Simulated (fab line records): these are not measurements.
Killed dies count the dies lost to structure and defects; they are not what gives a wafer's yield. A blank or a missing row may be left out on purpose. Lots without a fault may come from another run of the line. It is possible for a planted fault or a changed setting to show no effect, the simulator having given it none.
Split-lot experiment / flow berkeley_cmos170 / 5 lots, 23 wafers read, on a route of 331 steps

## ON THE SPLIT
At UCB170_PWELL_OXIDATION_02 (target thk 26.4 nm, ox time 1260 s), the setting ox_time_s was moved away from the recipe's 1260 s on 15 of the 23 wafers read, by -11.8% to +4.8%. For the rest of the wafers, this setting stayed at what the recipe calls for.

Reading taken at the split's own step.

## THE READING
SiO2_of_PWELL_OXIDATION_02.thk_nm (the simulator's own value, which no gauge read), in nm, at UCB170_PWELL_OXIDATION_02 (target thk 26.4 nm, ox time 1260 s). There is no usual value for it anywhere in the file. Across the 8 wafers here that went through the recipe, the average is 26.15 nm and the standard deviation 0.65 nm.

wafer=L074.1; tool, chamber at the split=-, -; ox_time_s as run, s=1136; against the recipe=-9.8%; SiO2_of_PWELL_OXIDATION_02.thk_nm, nm=24.42; against lot-mates on the recipe=no lot-mate on the recipe
wafer=L074.2; tool, chamber at the split=-, -; ox_time_s as run, s=1136; against the recipe=-9.8%; SiO2_of_PWELL_OXIDATION_02.thk_nm, nm=24.39; against lot-mates on the recipe=no lot-mate on the recipe
wafer=L074.4; tool, chamber at the split=-, -; ox_time_s as run, s=1136; against the recipe=-9.8%; SiO2_of_PWELL_OXIDATION_02.thk_nm, nm=25.02; against lot-mates on the recipe=no lot-mate on the recipe
wafer=L074.5; tool, chamber at the split=-, -; ox_time_s as run, s=1136; against the recipe=-9.8%; SiO2_of_PWELL_OXIDATION_02.thk_nm, nm=24.16; against lot-mates on the recipe=no lot-mate on the recipe
wafer=L074.6; tool, chamber at the split=-, -; ox_time_s as run, s=1136; against the recipe=-9.8%; SiO2_of_PWELL_OXIDATION_02.thk_nm, nm=24.49; against lot-mates on the recipe=no lot-mate on the recipe
wafer=L076.1; tool, chamber at the split=-, -; ox_time_s as run, s=1111; against the recipe=-11.8%; SiO2_of_PWELL_OXIDATION_02.thk_nm, nm=24.53; against lot-mates on the recipe=no lot-mate on the recipe
wafer=L076.2; tool, chamber at the split=-, -; ox_time_s as run, s=1111; against the recipe=-11.8%; SiO2_of_PWELL_OXIDATION_02.thk_nm, nm=24.12; against lot-mates on the recipe=no lot-mate on the recipe
wafer=L076.3; tool, chamber at the split=-, -; ox_time_s as run, s=1111; against the recipe=-11.8%; SiO2_of_PWELL_OXIDATION_02.thk_nm, nm=24.63; against lot-mates on the recipe=no lot-mate on the recipe
wafer=L076.4; tool, chamber at the split=-, -; ox_time_s as run, s=1111; against the recipe=-11.8%; SiO2_of_PWELL_OXIDATION_02.thk_nm, nm=24.71; against lot-mates on the recipe=no lot-mate on the recipe
wafer=L076.6; tool, chamber at the split=-, -; ox_time_s as run, s=1111; against the recipe=-11.8%; SiO2_of_PWELL_OXIDATION_02.thk_nm, nm=24.48; against lot-mates on the recipe=no lot-mate on the recipe
wafer=L077.1; tool, chamber at the split=-, -; ox_time_s as run, s=1320; against the recipe=+4.8%; SiO2_of_PWELL_OXIDATION_02.thk_nm, nm=26.93; against lot-mates on the recipe=no lot-mate on the recipe
wafer=L077.2; tool, chamber at the split=-, -; ox_time_s as run, s=1320; against the recipe=+4.8%; SiO2_of_PWELL_OXIDATION_02.thk_nm, nm=26.97; against lot-mates on the recipe=no lot-mate on the recipe
wafer=L077.3; tool, chamber at the split=-, -; ox_time_s as run, s=1320; against the recipe=+4.8%; SiO2_of_PWELL_OXIDATION_02.thk_nm, nm=26.86; against lot-mates on the recipe=no lot-mate on the recipe
wafer=L077.4; tool, chamber at the split=-, -; ox_time_s as run, s=1320; against the recipe=+4.8%; SiO2_of_PWELL_OXIDATION_02.thk_nm, nm=26.56; against lot-mates on the recipe=no lot-mate on the recipe
wafer=L077.6; tool, chamber at the split=-, -; ox_time_s as run, s=1320; against the recipe=+4.8%; SiO2_of_PWELL_OXIDATION_02.thk_nm, nm=27.4; against lot-mates on the recipe=no lot-mate on the recipe
wafer=L079.2; tool, chamber at the split=-, -; ox_time_s as run, s=1260; against the recipe=recipe; SiO2_of_PWELL_OXIDATION_02.thk_nm, nm=26.64; against lot-mates on the recipe=-
wafer=L079.3; tool, chamber at the split=-, -; ox_time_s as run, s=1260; against the recipe=recipe; SiO2_of_PWELL_OXIDATION_02.thk_nm, nm=27; against lot-mates on the recipe=-
wafer=L079.4; tool, chamber at the split=-, -; ox_time_s as run, s=1260; against the recipe=recipe; SiO2_of_PWELL_OXIDATION_02.thk_nm, nm=26.35; against lot-mates on the recipe=-
wafer=L079.5; tool, chamber at the split=-, -; ox_time_s as run, s=1260; against the recipe=recipe; SiO2_of_PWELL_OXIDATION_02.thk_nm, nm=26.73; against lot-mates on the recipe=-
wafer=L079.6; tool, chamber at the split=-, -; ox_time_s as run, s=1260; against the recipe=recipe; SiO2_of_PWELL_OXIDATION_02.thk_nm, nm=26.39; against lot-mates on the recipe=-
wafer=L081.1; tool, chamber at the split=furnace-02, 0; ox_time_s as run, s=1260; against the recipe=recipe; SiO2_of_PWELL_OXIDATION_02.thk_nm, nm=25.53; against lot-mates on the recipe=-
wafer=L081.2; tool, chamber at the split=furnace-02, 0; ox_time_s as run, s=1260; against the recipe=recipe; SiO2_of_PWELL_OXIDATION_02.thk_nm, nm=25.56; against lot-mates on the recipe=-
wafer=L081.6; tool, chamber at the split=furnace-02, 0; ox_time_s as run, s=1260; against the recipe=recipe; SiO2_of_PWELL_OXIDATION_02.thk_nm, nm=25.02; against lot-mates on the recipe=-

THE FIT
A straight line over all 23 wafers: SiO2_of_PWELL_OXIDATION_02.thk_nm changes by +0.154 nm for each +1% of ox_time_s; r = +0.91; the points scatter about the line by 0.47 nm.
Too few moved wafers with a lot-mate on the recipe to fit a line net of each lot's own level.

## FILE'S OWN FIT
SiO2_of_PWELL_OXIDATION_02.thk_nm changes by +0.154 nm for each +1% of ox_time_s, r = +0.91.
